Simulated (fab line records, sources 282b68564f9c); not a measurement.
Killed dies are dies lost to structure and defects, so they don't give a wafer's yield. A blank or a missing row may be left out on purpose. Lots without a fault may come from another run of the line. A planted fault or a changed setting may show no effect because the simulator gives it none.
fab line records | flow rit_cmos
record lots=14 wafers=42 last_day=7
route steps=202 shown NWELL@34 PWELL@45 NLDD@111 CONTACT@180 M1@202
lots that met no fault: from a run of the same line without faults
start_h: hours from the record's first day to the start of the lot's first wafer shown | wait_h: hours since the lot's step before | " the same as in the row above | L1.1+2: a row that stands for several wafers | - no value, or no start given | * or withheld: withheld | < > ~ a bound
route shown NAME@n: a module of which the file shows steps, and the number in the route of the first | usual: mean/standard deviation of fault-free wafers | same: alike in all rows | chamber/n: place in a boat | sites: the reading at each site | _std_site: their standard deviation | _edge_site: outer sites' mean less inner sites' | radius_mm: how far each site lies from the wafer's centre | mask NAME#n: copy n | behind: the tool/chamber that last shaped the wafer | hold: why the lot was held/for how many hours/how that ended | device: the transistor (n, p or np) that didn't switch | end of line: the same wafers' tests at the end of the route | a step without rows: its recipe alone | killed: dies lost to structure and defects at the first sort, not the wafer's yield | map: a wafer's dies, x killed, . not, _ none there
set.NAME: the setting as run; set.NAME@STEP: as run at that earlier step | model.NAME: the simulator's own value behind a step, which no gauge read
steps of the route over a sample of lots; a table a step, a row a wafer
services: from which hour (start_h, from the record's first day; less than 0 if before it) a tool's chamber was out of use, for how many hours, and why
## steps
# step RIT_NWELL_OVL_MEAS_06
# usual NWELL_OVL=0.2/1.5
# columns lot.wafer tool chamber start_h wait_h NWELL_OVL[nm]
L775.2 overlay-02 - 22.43 - -0.7
L775.4 " - " " 0.9
L775.6 " - " " 1.4
L776.2 overlay-02 - 27.46 - 0.5
L776.3 " - " " 1.8
L776.5 " - " " 1.0
L777.1 overlay-01 - 31.86 - 1.3
L777.3 " - " " 1.5
L777.4 " - " " 0.8
L778.2 overlay-02 - 36.35 - -1.0
L778.4 " - " " -1.3
L778.5 " - " " -0.9
L779.1 overlay-02 - 41.03 - 0.6
L779.3 " - " " 1.4
L779.6 " - " " 2.5
L780.2 overlay-02 - 47.31 - -3.2
L780.3 " - " " -1.6
L780.5 " - " " -0.2
L781.1 overlay-02 - 50.30 - 2.5
L781.2 " - " " 1.3
L781.4 " - " " 1.6
L782.2 overlay-01 - 59.47 - -1.7
L782.3 " - " " -1.8
L782.6 " - " " -1.6
L783.1 overlay-02 - 63.21 - 1.2
L783.2 " - " " -1.0
L783.3 " - " " 1.3
L784.2 overlay-01 - 70.08 - 0.8
L784.5 " - " " 1.6
L784.6 " - " " 1.5
L785.1 overlay-02 - 73.42 - -1.7
L785.3 " - " " -2.9
L785.5 " - " " -1.4
L790.2 overlay-01 - 98.06 - 0.5
L790.3 " - " " -0.3
L790.5 " - " " 1.8
L792.1 overlay-01 - 108.32 - 1.5
L792.3 " - " " 2.3
L792.4 " - " " 2.8
L796.1 overlay-01 - 128.07 - 1.0
L796.2 " - " " 2.6
L796.5 " - " " 0.4
# step RIT_PWELL_OVL_MEAS_06
# usual PWELL_OVL=0.9/1.2
# columns lot.wafer tool chamber start_h wait_h PWELL_OVL[nm]
L775.2 overlay-02 - 24.04 - -0.5
L775.4 " - " " 0.7
L775.6 " - " " 0.0
L776.2 overlay-01 - 29.01 - 0.2
L776.3 " - " " 1.9
L776.5 " - " " 1.7
L777.1 overlay-01 - 33.41 - 2.0
L777.3 " - " " 0.9
L777.4 " - " " 1.8
L778.2 overlay-01 - 38.02 - 0.6
L778.4 " - " " -0.2
L778.5 " - " " -0.4
L779.1 overlay-01 - 42.71 - -1.0
L779.3 " - " " -0.3
L779.6 " - " " -0.2
L780.2 overlay-01 - 49.05 - 1.0
L780.3 " - " " -1.8
L780.5 " - " " 0.0
L781.1 overlay-01 - 51.85 - 1.4
L781.2 " - " " -0.1
L781.4 " - " " -1.3
L782.2 overlay-02 - 61.15 - 1.3
L782.3 " - " " 1.5
L782.6 " - " " 2.5
L783.1 overlay-02 - 64.88 - 0.9
L783.2 " - " " 0.8
L783.3 " - " " 1.1
L784.2 overlay-02 - 71.75 - 2.7
L784.5 " - " " 2.6
L784.6 " - " " 3.7
L785.1 overlay-02 - 74.97 - 0.1
L785.3 " - " " 0.5
L785.5 " - " " 1.0
L790.2 overlay-02 - 99.61 - 1.4
L790.3 " - " " 1.5
L790.5 " - " " 0.6
L792.1 overlay-01 - 110.14 - 2.8
L792.3 " - " " 2.0
L792.4 " - " " 2.1
L796.1 overlay-01 - 129.62 - 0.5
L796.2 " - " " 1.6
L796.5 " - " " 0.6
# step RIT_NLDD_IMPLANT_08
# recipe species=P energy_kev=20 dose_cm2=5e+14 tilt_deg=7
# usual dose_ions_cm2=5.001e+14/5.6e+11 faraday_current_uA=1574/25
# same implant_ion_amu=31
# columns lot.wafer tool chamber start_h wait_h dose_ions_cm2 faraday_current_uA
L775.2 implanter-01 0 44.36 0.1 5.012e+14 1512
L775.4 " 0 " " 4.996e+14 1585
L775.6 " 0 " " 4.995e+14 1612
L776.2 implanter-04 0 50.66 0.1 4.994e+14 1579
L776.3 " 0 " " 4.988e+14 1563
L776.5 " 0 " " 4.997e+14 1588
L777.1 implanter-02 0 53.15 0.1 4.997e+14 1588
L777.3 " 0 " " 4.997e+14 1565
L777.4 " 0 " " 5e+14 1576
L778.2 implanter-04 0 57.33 0.1 4.994e+14 1555
L778.4 " 0 " " 5.006e+14 1560
L778.5 " 0 " " 5.005e+14 1582
L779.1 implanter-01 0 64.77 0.1 5.007e+14 1554
L779.3 " 0 " " 5.012e+14 1613
L779.6 " 0 " " 5.006e+14 1570
L780.2 implanter-02 0 71.41 0.1 4.999e+14 1608
L780.3 " 0 " " 5e+14 1579
L780.5 " 0 " " 4.999e+14 1603
L781.1 implanter-01 0 73.30 0.1 5.01e+14 1581
L781.2 " 0 " " 5.001e+14 1595
L781.4 " 0 " " 5.004e+14 1544
L782.2 implanter-01 0 82.45 0.1 5.007e+14 1604
L782.3 " 0 " " 5.007e+14 1548
L782.6 " 0 " " 5.013e+14 1580
L783.1 implanter-04 0 86.56 0.1 5e+14 1577
L783.2 " 0 " " 5.004e+14 1578
L783.3 " 0 " " 5.001e+14 1601
L784.2 implanter-01 0 93.95 0.1 4.996e+14 1610
L784.5 " 0 " " 5.007e+14 1582
L784.6 " 0 " " 4.999e+14 1578
L785.1 implanter-02 0 99.02 0.1 4.999e+14 1610
L785.3 " 0 " " 4.999e+14 1588
L785.5 " 0 " " 5.006e+14 1535
L790.2 implanter-01 0 119.82 0.1 3.198e+14 1039
L790.3 " 0 " " 3.202e+14 1014
L790.5 " 0 " " 3.207e+14 996
L792.1 implanter-01 0 131.45 0.1 3.193e+14 1006
L792.3 " 0 " " 3.193e+14 1026
L792.4 " 0 " " 3.197e+14 985
L796.1 implanter-04 0 150.13 0.1 4.994e+14 1529
L796.2 " 0 " " 5e+14 1612
L796.5 " 0 " " 5e+14 1572
# step RIT_NLDD_TW_MEAS_10
# usual NLDD_TW=2479/22
# columns lot.wafer tool chamber start_h wait_h NLDD_TW
L775.2 film_metro-02 - 44.67 0.1 2487
L775.4 " - " " 2496
L775.6 " - " " 2503
L776.2 film_metro-02 - 50.97 0.1 2504
L776.3 " - " " 2499
L776.5 " - " " 2501
L777.1 film_metro-04 - 53.47 0.1 2485
L777.3 " - " " 2488
L777.4 " - " " 2486
L778.2 film_metro-03 - 57.64 0.1 2437
L778.4 " - " " 2444
L778.5 " - " " 2438
L779.1 film_metro-03 - 65.10 0.1 2444
L779.3 " - " " 2448
L779.6 " - " " 2434
L780.2 film_metro-04 - 71.72 0.1 2474
L780.3 " - " " 2489
L780.5 " - " " 2469
L781.1 film_metro-04 - 73.62 0.1 2518
L781.2 " - " " 2501
L781.4 " - " " 2507
L782.2 film_metro-02 - 82.76 0.1 2512
L782.3 " - " " 2486
L782.6 " - " " 2497
L783.1 film_metro-03 - 86.89 0.1 2468
L783.2 " - " " 2465
L783.3 " - " " 2453
L784.2 film_metro-04 - 94.26 0.1 2508
L784.5 " - " " 2494
L784.6 " - " " 2517
L785.1 film_metro-04 - 99.34 0.1 2489
L785.3 " - " " 2476
L785.5 " - " " 2477
L790.2 film_metro-04 - 120.13 0.1 2183
L790.3 " - " " 2190
L790.5 " - " " 2188
L792.1 film_metro-03 - 131.78 0.1 2171
L792.3 " - " " 2160
L792.4 " - " " 2172
L796.1 film_metro-03 - 150.46 0.1 2463
L796.2 " - " " 2470
L796.5 " - " " 2478
# step RIT_SDANNEAL_RS_MEAS_07
# recipe thk_meas_gauge=four-point-probe
# usual NLDD_RS=151.6/0.58
# columns lot.wafer tool chamber start_h wait_h NLDD_RS[ohm/sq]
L775.2 film_metro-03 - 53.71 0.1 151.5
L775.4 " - " " 151.5
L775.6 " - " " 151.5
L776.2 film_metro-03 - 59.30 0.1 151.8
L776.3 " - " " 152.7
L776.5 " - " " 151.7
L777.1 film_metro-03 - 61.23 0.1 151.4
L777.3 " - " " 151.4
L777.4 " - " " 151.1
L778.2 film_metro-04 - 65.53 0.1 152.2
L778.4 " - " " 152.7
L778.5 " - " " 152.5
L779.1 film_metro-03 - 72.70 0.1 151.5
L779.3 " - " " 151.8
L779.6 " - " " 151.6
L780.2 film_metro-04 - 79.45 0.1 152.7
L780.3 " - " " 152.7
L780.5 " - " " 152.6
L781.1 film_metro-03 - 81.61 0.1 151.5
L781.2 " - " " 152.4
L781.4 " - " " 152.0
L782.2 film_metro-02 - 91.07 0.1 151.1
L782.3 " - " " 151.4
L782.6 " - " " 150.9
L783.1 film_metro-02 - 94.64 0.1 150.5
L783.2 " - " " 151.2
L783.3 " - " " 151.5
L784.2 film_metro-04 - 102.13 0.1 152.2
L784.5 " - " " 152.1
L784.6 " - " " 151.7
L785.1 film_metro-03 - 107.20 0.1 151.4
L785.3 " - " " 151.5
L785.5 " - " " 151.6
L790.2 film_metro-04 - 128.27 0.1 217.5
L790.3 " - " " 217.9
L790.5 " - " " 218.3
L792.1 film_metro-04 - 140.84 0.1 214.7
L792.3 " - " " 216.3
L792.4 " - " " 215.5
L796.1 film_metro-03 - 158.33 0.1 151.0
L796.2 " - " " 150.7
L796.5 " - " " 151.0
# step RIT_CONTACT_STRIP_12
# recipe chemistry=O2 time_s=180 resist=NOVOLAK platen_temp_c=withheld power_w=500 pressure_mtorr=4000 o2_flow_sccm=4000
# usual drypump_motor_current_A=5.70/0.3
# columns lot.wafer tool chamber start_h wait_h drypump_motor_current_A rf_hours_counter_h
L775.2 plasma_asher-03 0 55.91 0.1 5.53 38
L775.4 " 1 " " 5.18 -
L775.6 " 1 " " 5.17 -
L776.2 plasma_asher-04 1 61.51 0.1 6.20 41
L776.3 " 0 " " 5.76 -
L776.5 " 1 " " 6.20 -
L777.1 plasma_asher-04 1 63.45 0.1 6.22 41
L777.3 " 1 " " 6.21 -
L777.4 " 0 " " 5.74 -
L778.2 plasma_asher-04 0 67.85 0.1 5.76 42
L778.4 " 1 " " 6.24 -
L778.5 " 0 " " 5.78 -
L779.1 plasma_asher-02 1 74.92 0.1 5.87 45
L779.3 " 0 " " 5.90 -
L779.6 " 1 " " 5.88 -
L780.2 plasma_asher-02 1 81.65 0.1 5.82 45
L780.3 " 0 " " 5.83 -
L780.5 " 0 " " 5.87 -
L781.1 plasma_asher-02 1 83.82 0.1 5.87 45
L781.2 " 0 " " 5.88 45
L781.4 " 0 " " 5.84 -
L782.2 plasma_asher-03 1 93.54 0.1 5.17 42
L782.3 " 0 " " 5.59 -
L782.6 " 1 " " 5.16 -
L783.1 plasma_asher-03 0 96.96 0.1 5.54 42
L783.2 " 1 " " 5.20 42
L783.3 " 1 " " 5.17 -
L784.2 plasma_asher-03 0 104.45 0.1 5.58 43
L784.5 " 1 " " 5.19 -
L784.6 " 0 " " 5.55 -
L785.1 plasma_asher-02 0 109.41 0.1 5.85 48
L785.3 " 1 " " 5.87 -
L785.5 " 0 " " 5.84 -
L790.2 plasma_asher-02 0 130.61 0.1 5.84 52
L790.3 " 1 " " 5.85 -
L790.5 " 0 " " 5.85 -
L792.1 plasma_asher-02 0 143.08 0.1 5.89 53
L792.3 " 0 " " 5.89 -
L792.4 " 1 " " 5.86 -
L796.1 plasma_asher-03 1 160.88 0.1 5.19 51
L796.2 " 0 " " 5.54 51
L796.5 " 0 " " 5.52 -
# step RIT_M1_PROBE_99
# usual killed_at_contacts=0.1/0.3 killed_at_front_end=6.9/2.9 killed_dies=7.0/2.9 killed_open=3.3/2 killed_short=3.7/2
# same gross_dies=264 killed_at_M0_to_M3=0 killed_at_M4_up=0 killed_at_back_side=0 killed_at_other=0
# columns lot.wafer tool chamber start_h wait_h killed_at_contacts killed_at_front_end killed_dies killed_open killed_short
L779.1 prober-01 - 79.88 0.1 0 6 6 3 3
L779.3 prober-01 - 79.98 0.2 0 7 7 4 3
L779.6 prober-01 - 80.13 0.2 0 11 11 5 6
L783.1 prober-01 - 101.68 0.1 0 9 9 6 3
L783.2 prober-01 - 101.73 0.1 0 5 5 1 4
L783.3 prober-01 - 101.78 0.2 0 4 4 2 2
L790.2 prober-01 - 135.46 0.1 0 2 2 1 1
L790.3 prober-01 - 135.51 0.2 0 7 7 1 6
L790.5 prober-01 - 135.61 0.2 0 6 6 3 3
L792.1 prober-01 - 147.83 0.1 0 8 8 5 3
L792.3 prober-01 - 147.93 0.2 0 6 6 4 2
L792.4 prober-01 - 147.98 0.2 0 8 8 5 3
# killed by level:class
L779.1 FOX1:geometric_particle:open=1 FOX2:geometric_particle:open=1 FOX2:geometric_particle:short=1 GATE:geometric_particle:short=1 REOX:geometric_particle:short=1 SILICIDE:geometric_particle:open=1
L779.3 GATE:geometric_particle:short=2 FOX2:geometric_particle:open=1 GATE:geometric_particle:open=1 REOX:geometric_particle:open=1 SPACER:geometric_particle:open=1 SILICIDE:geometric_particle:short=1
L779.6 FOX1:geometric_particle:short=2 FOX2:geometric_particle:short=2 SPACER:geometric_particle:open=2 GATE:geometric_particle:open=1 REOX:geometric_particle:open=1 REOX:geometric_particle:short=1 SILICIDE:geometric_particle:open=1 SILICIDE:geometric_particle:short=1
L783.1 REOX:geometric_particle:open=4 GATE:geometric_particle:open=1 GATE:geometric_particle:short=1 REOX:geometric_particle:short=1 SPACER:geometric_particle:short=1 SPACER:geometric_particle:open=1
L783.2 GATE:geometric_particle:short=2 FOX1:geometric_particle:short=1 SPACER:geometric_particle:short=1 SILICIDE:geometric_particle:open=1
L783.3 FOX2:geometric_particle:open=1 GATE:geometric_particle:short=1 GATE:geometric_particle:open=1 SPACER:geometric_particle:short=1
L790.2 FOX1:geometric_particle:short=1 FOX1:geometric_particle:open=1
L790.3 GATE:geometric_particle:short=3 FOX2:geometric_particle:short=1 GATE:geometric_particle:open=1 REOX:geometric_particle:short=1 SPACER:geometric_particle:short=1
L790.5 SILICIDE:geometric_particle:short=2 GATE:geometric_particle:open=1 REOX:geometric_particle:open=1 REOX:geometric_particle:short=1 SILICIDE:geometric_particle:open=1
L792.1 GATE:geometric_particle:open=2 SPACER:geometric_particle:open=2 FOX2:geometric_particle:short=1 GATE:geometric_particle:short=1 REOX:geometric_particle:open=1 SILICIDE:geometric_particle:short=1
L792.3 FOX1:geometric_particle:open=1 FOX2:geometric_particle:short=1 FOX2:geometric_particle:open=1 GATE:geometric_particle:short=1 REOX:geometric_particle:open=1 SILICIDE:geometric_particle:open=1
L792.4 GATE:geometric_particle:open=2 SPACER:geometric_particle:short=2 FOX2:geometric_particle:open=1 FOX2:geometric_particle:short=1 REOX:geometric_particle:open=1 SILICIDE:geometric_particle:open=1
## services
# columns tool chamber start_h hours kind
implanter-01 - 29.58 1.9 repair
plasma_asher-03 - 31.62 2.8 pm
implanter-04 - 39.91 2.6 repair
plasma_asher-04 - 43.96 1.8 repair
plasma_asher-02 - 46.64 0.4 repair
implanter-02 - 55.73 3.2 repair
implanter-04 - 59.67 3.0 repair
plasma_asher-04 - 100.62 2.8 pm
plasma_asher-02 - 103.31 2.4 repair
plasma_asher-04 - 108.75 9.0 pm
plasma_asher-04 0 108.75 9.0 vent_cycle
plasma_asher-04 1 108.75 9.0 vent_cycle
plasma_asher-04 0 117.75 - clean
plasma_asher-04 1 117.75 - clean
plasma_asher-04 - 126.64 2.2 repair
implanter-04 - 140.86 2.4 repair
implanter-02 - 153.94 5.0 repair
implanter-04 - 158.44 6.7 pm
## key
first_sign step=RIT_NLDD_IMPLANT_08 reading=dose_ions_cm2 direction=down sigmas=99+ usual=5.001e+14 struck=3.198e+14
effect step=RIT_NLDD_IMPLANT_08 reading=faraday_current_uA direction=down sigmas=22 usual=1574 struck=1011
effect step=RIT_NLDD_TW_MEAS_10 reading=NLDD_TW direction=down sigmas=13 usual=2479 struck=2177
effect step=RIT_SDANNEAL_RS_MEAS_07 reading=NLDD_RS direction=up sigmas=99+ usual=151.6 struck=216.7
met_at RIT_NLDD_IMPLANT_08
struck_lots L790,L792
tester_left_out L790,L792
not_acting_at RIT_NWELL_OVL_MEAS_06,RIT_PWELL_OVL_MEAS_06,RIT_CONTACT_STRIP_12
onset_between 93.95 119.82
fault kind=process_parameter_drift tool=implanter-01 chamber=- onset_h=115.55 steps=RIT_NLDD_IMPLANT_08 channel=dose_cm2 offset=-1.7949e+14 shape=step end_h=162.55 acts_in=these_recipes_only stated=5e+14
# tester_left_out: of these lots the tester's yield and bins aren't shown, on N5 and GAA mostly nor the transistor test; their killed dies are dies lost to structure and defects alone, not to doping, threshold or leakage, so they don't give the yield
